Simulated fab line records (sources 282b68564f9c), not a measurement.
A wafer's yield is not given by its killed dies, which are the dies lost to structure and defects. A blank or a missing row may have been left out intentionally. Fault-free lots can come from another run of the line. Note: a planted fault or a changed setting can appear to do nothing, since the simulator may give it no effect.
Which tool was responsible? + flow rit-cmos + at 1 step of a route of 202, 15 lots with 45 wafers sampled

## WHAT EACH GAUGE READ, for each wafer
The record lacks any reading of a measuring or inspecting step that a usual standard deviation could be used to judge.

## WHICH TOOL RAN EACH LOT (tool, then ch and the chambers of the sampled wafers, then the start)
| lot  | RIT_PWELL_PEB_04                 |
|------|----------------------------------|
| L750 | litho-track-02 ch 0, day 1 22:53 |
| L751 | litho-track-03 ch 0, day 2 03:56 |
| L753 | litho-track-01 ch 0, day 2 13:10 |
| L754 | litho-track-02 ch 0, day 2 20:48 |
| L755 | litho-track-01 ch 0, day 3 00:19 |
| L756 | litho-track-02 ch 0, day 3 04:48 |
| L757 | litho-track-02 ch 0, day 3 09:05 |
| L758 | litho-track-03 ch 0, day 3 15:13 |
| L759 | litho-track-02 ch 0, day 3 19:02 |
| L760 | litho-track-01, day 4 00:32      |
| L761 | litho-track-03, day 4 05:10      |
| L762 | litho-track-01, day 4 09:52      |
| L770 | litho-track-03 ch 0, day 6 02:09 |
| L771 | litho-track-01 ch 0, day 6 06:37 |
| L772 | litho-track-01 ch 0, day 6 12:35 |
- RIT_PWELL_PEB_04

## WHAT THE TOOLS THEMSELVES READ (means of the sampled wafers that have a number; where no wafer has one, the mark that the record gives instead)
RIT_PWELL_PEB_04. Usual: exhaust-pa at 45.0 Pa, with a standard deviation of 0.94.
| lot  | tool           | exhaust-pa (Pa) | flag |
|------|----------------|-----------------|------|
| L750 | litho-track-02 | 45.0            |      |
| L751 | litho-track-03 | 45.5            |      |
| L753 | litho-track-01 | 44.8            |      |
| L754 | litho-track-02 | 44.0            |      |
| L755 | litho-track-01 | 45.8            |      |
| L756 | litho-track-02 | 46.9            |      |
| L757 | litho-track-02 | 44.9            |      |
| L758 | litho-track-03 | 45.3            |      |
| L759 | litho-track-02 | 43.7            |      |
| L760 | litho-track-01 | -               | OFF  |
| L761 | litho-track-03 | -               | OFF  |
| L762 | litho-track-01 | -               | OFF  |
| L770 | litho-track-03 | 45.0            |      |
| L771 | litho-track-01 | 44.6            |      |
| L772 | litho-track-01 | 45.1            |      |

## THE ANSWER, worked out from the rows above alone
Rule: a lot counts as off when the mean over its wafers that have a number is more than 3 standard deviations away from the usual mean. A lot without any number at a reading at which 4 lots or more have one is off too. The other lots that the step has rows for count as sound. The gauges are gone through in route order, then the tools' own readings, and for those a lot's mean is taken as printed above. The first step at which some lot is off is used, and at that step the reading that is off furthest; a lot without a number counts as furthest.
Off at RIT_PWELL_PEB_04 (exhaust-pa): L760, L761, L762. Without a number there: L760, L761, L762.
A tool fits if, at that step or a process step before it, it ran every lot that is off, and no sound lot after the first of them. Of those tried, none fits.

## WHAT WAS PUT IN BY THE SIMULATOR
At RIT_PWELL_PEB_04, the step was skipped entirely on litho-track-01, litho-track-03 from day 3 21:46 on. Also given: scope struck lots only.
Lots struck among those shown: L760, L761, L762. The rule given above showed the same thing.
